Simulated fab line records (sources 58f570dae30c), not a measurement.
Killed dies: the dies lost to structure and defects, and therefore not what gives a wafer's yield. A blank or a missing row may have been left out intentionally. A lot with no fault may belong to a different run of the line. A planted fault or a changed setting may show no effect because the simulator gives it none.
One fault through the eyes of 2 desks || flow berkeley-cmos170 || only its own numbers are on each desk; what lay behind them is given at the end

AT THE TOOL OWNER'S DESK: pvd-sputter-01
The tool's own readings at UCB170_M2_SPUTTER_01 (material Al, target thk 900 nm, time 120 s): means of the sampled wafers that have a number, for each lot that ran on this tool. The brackets show how far a lot's mean lies from the usual mean; more than 4 standard deviations puts the lot out of limits, marked OUT.
Columns: A = cathode-dc-power-W at UCB170_M2_SPUTTER_01, usual 5999.9 W; B = throttle-valve-pct at UCB170_M2_SPUTTER_01, usual 30.5 %
{"lot": "L646", "first seen here": "day 8 05:55", "A": 6001.2, "B": 30.7}
{"lot": "L648", "first seen here": "day 8 17:47", "A": 5999.3, "B": 31.3}
{"lot": "L655", "first seen here": "day 9 11:04", "A": 6000.8, "B": 29.8}
{"lot": "L657", "first seen here": "day 10 02:20", "A": 5999.6, "B": 31.4}
{"lot": "L662", "first seen here": "day 11 14:56", "A": 6000.4, "B": 30.6}
{"lot": "L667", "first seen here": "day 12 10:02", "A": 5999.1, "B": 30.7}
Finding of this desk: none of the 6 lots has anything out of limits.

METROLOGY DESK
Means of the sampled wafers that have a number, per lot and without regard to the tool the lot ran on: this is what the gauges read. The brackets show how far a lot's mean lies from the usual mean; more than 4 standard deviations puts the lot out of limits, marked OUT.
Columns: A = M1_OVL at UCB170_M1_OVL_MEAS_10, usual 0 nm; B = M2_AL_RS at UCB170_M2_RS_MEAS_02, usual 0.0322 ohm/sq; C = M2_AL_THK at UCB170_M2_THK_MEAS_03, usual 907 nm
{"lot": "L647", "first seen here": "day 7 23:05", "A": 4, "B": 0.0322, "C": 903}
{"lot": "L646", "first seen here": "day 8 00:34", "A": 3, "B": 0.0319, "C": 917}
{"lot": "L648", "first seen here": "day 8 03:09", "A": -2, "B": 0.0317, "C": 919}
{"lot": "L650", "first seen here": "day 8 08:14", "A": 8, "B": 0.0327, "C": 889}
{"lot": "L649", "first seen here": "day 8 09:23", "A": -7, "B": 0.0323, "C": 903}
{"lot": "L653", "first seen here": "day 8 11:09", "A": 10, "B": 0.0322, "C": 902}
{"lot": "L652", "first seen here": "day 8 17:28", "A": 1, "B": 0.0323, "C": 900}
{"lot": "L654", "first seen here": "day 9 02:09", "A": -5, "B": 0.0323, "C": 900}
{"lot": "L655", "first seen here": "day 9 04:27", "A": -5, "B": 0.0325, "C": 899}
{"lot": "L657", "first seen here": "day 9 18:38", "A": 7, "B": 0.0322, "C": 912}
{"lot": "L658", "first seen here": "day 10 09:50", "A": 7, "B": 0.0317, "C": 924}
{"lot": "L662", "first seen here": "day 11 06:02", "A": 2, "B": "0.0304 (-4.8) OUT", "C": "966 (+4.9) OUT"}
{"lot": "L667", "first seen here": "day 12 01:26", "A": -1, "B": "0.0299 (-6.1) OUT", "C": "981 (+6.1) OUT"}
{"lot": "L668", "first seen here": "day 12 15:58", "A": 1, "B": 0.0327, "C": 894}
This desk finds L662, L667 out of limits, with the earliest case on L662 at day 11 15:04 (M2_AL_RS at UCB170_M2_RS_MEAS_02). In limits: L647, L646, L648, L650, L649, L653, L652, L654, L655, L657, L658, L668.

ALL TOGETHER
The metrology desk could have raised an alarm at day 11 15:04, on L662, L667.
The tool owner's desk saw nothing out of limits.
The tool owner's desk has L662, L667 on record, within its limits.
All the named lots went through UCB170_M2_SPUTTER_01 on pvd-sputter-01.

WHAT WAS PUT IN BY THE SIMULATOR
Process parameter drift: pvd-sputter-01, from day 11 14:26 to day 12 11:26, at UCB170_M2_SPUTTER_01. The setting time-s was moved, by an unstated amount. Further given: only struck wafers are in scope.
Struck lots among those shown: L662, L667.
Hours from the fault's start to each desk's first reading out of limits: the metrology desk, 1.
